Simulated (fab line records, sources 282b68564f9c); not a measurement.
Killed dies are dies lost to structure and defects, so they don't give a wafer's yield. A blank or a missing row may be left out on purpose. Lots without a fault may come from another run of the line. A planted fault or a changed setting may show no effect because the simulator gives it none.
Which tool did it? | flow rit_cmos | 7 lots, 21 wafers sampled, at 2 steps of a route of 202

WHAT THE GAUGES READ, wafer by wafer
RIT_PWELL_TW_MEAS_10.
lot  | measured    | on            | PWELL_TW
L310 | day 2 04:22 | film_metro-01 | 963 969 965
L312 | day 2 14:06 | film_metro-01 | 966 966 967
L315 | day 3 04:45 | film_metro-01 | 957 955 964
L318 | day 3 21:25 | film_metro-01 | 959 963 959
L320 | day 4 06:51 | film_metro-01 | 1108 1106 1106
L329 | day 6 02:50 | film_metro-01 | 962 963 961
L332 | day 6 20:43 | film_metro-01 | 961 962 963

WHICH TOOL RAN EACH LOT (tool, then ch and the chambers of the sampled wafers, then the start)
lot  | RIT_PWELL_IMPLANT_08
L310 | implanter-01 ch 0, day 2 04:04
L312 | implanter-01 ch 0, day 2 13:47
L315 | implanter-01 ch 0, day 3 04:28
L318 | implanter-04 ch 0, day 3 21:07
L320 | implanter-04 ch 0, day 4 06:32
L329 | implanter-01 ch 0, day 6 02:34
L332 | implanter-01 ch 0, day 6 20:23
- RIT_PWELL_IMPLANT_08

THE ANSWER, worked out from the rows above alone
Rule: what is usual is taken from the lots themselves. Put in order of their means at a reading, lots are off if they are a third of the lots or fewer, leave a main group of 4 or more, and stand apart from it by a gap of 3 or more times the standard deviation of the main group's means; of several such gaps the widest counts. A main group whose means are all the same, to the digits that the tables above print for the reading, isn't used. A lot without any number at a reading at which 4 lots or more have one is off too. The other lots that the step has rows for count as sound.
Off: L320, at RIT_PWELL_TW_MEAS_10 (PWELL_TW). The main group: mean 962, standard deviation 2.7.
A tool fits if, at a process step before that reading, it ran every lot that is off, and no sound lot after the first of them. The gauges at RIT_PWELL_TW_MEAS_10 are tried like those tools. One fits: implanter-04 at RIT_PWELL_IMPLANT_08. Its last sound lot is L318 (day 3 21:07), its first lot that is off L320 (day 4 06:32): a fault that began between those two fits.

WHAT THE SIMULATOR HAD PUT IN
Process parameter drift: implanter-04, from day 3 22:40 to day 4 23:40, at RIT_PWELL_IMPLANT_08. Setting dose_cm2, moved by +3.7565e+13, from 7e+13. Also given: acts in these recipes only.
Lots struck among those shown: L320. The rule above found the same.
